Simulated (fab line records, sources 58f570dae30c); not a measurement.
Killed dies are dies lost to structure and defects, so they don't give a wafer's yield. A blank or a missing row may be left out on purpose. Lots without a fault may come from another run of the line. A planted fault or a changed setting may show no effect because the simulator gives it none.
Split-lot experiment | flow berkeley_cmos170 | 5 lots, 23 wafers read, on a route of 331 steps

THE SPLIT
At UCB170_PFIELD_IMPLANT_07, the setting energy_kev was moved away from the recipe's 80 on 9 of the 23 wafers read, by -3.2% to +3.5%. The other wafers ran this setting at the recipe's value.

The reading is taken at the split's own step.

THE READING
implant.drp_nm (the simulator's own value, which no gauge read), in nm, at UCB170_PFIELD_IMPLANT_07. The file gives no usual value for it.

wafer  | tool, chamber at the split | energy_kev as run | against the recipe | implant.drp_nm, nm | against lot-mates on the recipe
L074.1 | implanter-04, 0            | 80                | recipe             | 74.86              | -
L074.4 | implanter-04, 0            | 80                | recipe             | 74.86              | -
L074.2 | implanter-04, 0            | 77.47             | -3.2%              | 73.7               | -1.16
L074.3 | implanter-04, 0            | 77.47             | -3.2%              | 73.7               | -1.16
L074.6 | implanter-04, 0            | 77.47             | -3.2%              | 73.7               | -1.16
L077.1 | implanter-04, 0            | 82.83             | +3.5%              | 76.09              | +1.23
L077.3 | implanter-04, 0            | 82.83             | +3.5%              | 76.09              | +1.23
L077.6 | implanter-04, 0            | 82.83             | +3.5%              | 76.09              | +1.23
L077.2 | implanter-04, 0            | 80                | recipe             | 74.86              | -
L077.5 | implanter-04, 0            | 80                | recipe             | 74.86              | -
L078.1 | implanter-02, 0            | 80                | recipe             | 74.86              | -
L078.6 | implanter-02, 0            | 80                | recipe             | 74.86              | -
L078.2 | implanter-02, 0            | 77.4              | -3.2%              | 73.67              | -1.19
L078.3 | implanter-02, 0            | 77.4              | -3.2%              | 73.67              | -1.19
L078.4 | implanter-02, 0            | 77.4              | -3.2%              | 73.67              | -1.19
L079.2 | implanter-01, 0            | 80                | recipe             | 74.86              | -
L079.3 | implanter-01, 0            | 80                | recipe             | 74.86              | -
L079.5 | implanter-01, 0            | 80                | recipe             | 74.86              | -
L080.2 | implanter-04, 0            | 80                | recipe             | 74.86              | -
L080.3 | implanter-04, 0            | 80                | recipe             | 74.86              | -
L080.4 | implanter-04, 0            | 80                | recipe             | 74.86              | -
L080.5 | implanter-04, 0            | 80                | recipe             | 74.86              | -
L080.6 | implanter-04, 0            | 80                | recipe             | 74.86              | -

THE FIT
A straight line over all 23 wafers: implant.drp_nm changes by +0.358 nm for each +1% of energy_kev; r = +1.00; the points scatter about the line by 0.016 nm.
The same after taking each lot's own level away (the mean of its wafers on the recipe; 23 wafers): +0.358 nm for each +1%; r = +1.00; scatter 0.016 nm.
On that fit, the largest move of energy_kev shifts the reading by 1.3 nm.
The lots' own levels span 74.860 to 74.860 nm.
So the lot-to-lot level changes the slope little: the two slopes agree.
Check: with one of the wafers moved furthest among these (+3.5%) left out of the fit, the line predicts +1.26 nm for it against its lot-mates. It came out at +1.23 nm against them.

OTHER SPLITS ON THESE WAFERS
These wafers also went through other splits before the reading. Each is held against what the fit with the lots' levels taken away leaves over:
other split on the same wafers         | wafers away from the commonest value | r with implant.drp_nm (lot level and that fit taken away)
UCB170_START_OXIDATION_02 temp_c       | 15                                   | +0.14
UCB170_PWELL_CVD_05 time_s             | 15                                   | -0.32
UCB170_PWELL_DEVELOP_12 develop_time_s | 10                                   | +0.15
UCB170_ACTIVE_OXIDATION_02 ox_time_s   | 15                                   | -0.25
UCB170_PFIELD_COAT_01 resist_thk_nm    | 9                                    | +0.12

THE FILE'S OWN FIT
implant.drp_nm changes by +0.359 nm for each +1% of energy_kev, r = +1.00.
